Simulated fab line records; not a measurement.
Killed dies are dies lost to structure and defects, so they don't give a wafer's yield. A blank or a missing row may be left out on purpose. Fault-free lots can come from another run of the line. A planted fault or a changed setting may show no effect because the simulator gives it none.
What tool caused it? | flow berkeleyCmos170 | 7 lots, 21 wafers sampled, at 2 steps of a route of 331

== WHAT THE GAUGES SHOWED, per wafer ==
UCB170_M1_RS_MEAS_01: measurement is done with a four-point probe.
lot  | measured     | on           | M1_AL_RS (ohm/sq)
L575 | day 9 14:44  | filmMetro-02 | 0.0487 0.0481 0.0490
L580 | day 9 18:50  | filmMetro-02 | 0.0484 0.0480 0.0480
L579 | day 9 18:39  | filmMetro-03 | 0.0490 0.0485 0.0480
L583 | day 10 04:47 | filmMetro-02 | 0.0244 0.0240 0.0242
L587 | day 11 10:31 | filmMetro-02 | 0.0478 0.0480 0.0480
L593 | day 12 08:06 | filmMetro-02 | 0.0477 0.0464 0.0481
L595 | day 14 12:02 | filmMetro-02 | 0.0479 0.0485 0.0484

== EACH LOT AND THE TOOL THAT RAN IT (in order: tool; ch and the chambers of the sampled wafers; start) ==
lot  | UCB170_M1_SPUTTER_00
L575 | pvdSputter-01, day 9 14:41
L580 | pvdSputter-03, day 9 18:45
L579 | pvdSputter-02, day 9 18:34
L583 | pvdSputter-02, day 10 04:29
L587 | pvdSputter-02, day 11 10:25
L593 | pvdSputter-01, day 12 08:02
L595 | pvdSputter-03, day 14 11:58
- UCB170_M1_SPUTTER_00: material Al, target thk 600 nm, time 80 s.

== THE ANSWER, worked out from the rows above alone ==
Rule: what is usual is taken from the lots themselves. Put in order of their means at a reading, lots are off if they are a third of the lots or fewer, leave a main group of 4 or more, and stand apart from it by a gap of 3 or more times the standard deviation of the main group's means; of several such gaps the widest counts. Not used: any main group whose means are identical at the precision the tables above print for the reading. A lot without any number at a reading at which 4 lots or more have one is off too. Any other lot the step has rows for is counted as sound.
Off: L583, at UCB170_M1_RS_MEAS_01 (M1_AL_RS). Mean 0.0481 ohm/sq and standard deviation 0.0004 in the main group.
A tool fits if, at a process step before that reading, it ran every lot that is off, and no sound lot after the first of them. Those tools and the gauges at UCB170_M1_RS_MEAS_01 are tried in the same way. No candidate that was tried fits.

== WHAT THE SIMULATOR HAD INSERTED ==
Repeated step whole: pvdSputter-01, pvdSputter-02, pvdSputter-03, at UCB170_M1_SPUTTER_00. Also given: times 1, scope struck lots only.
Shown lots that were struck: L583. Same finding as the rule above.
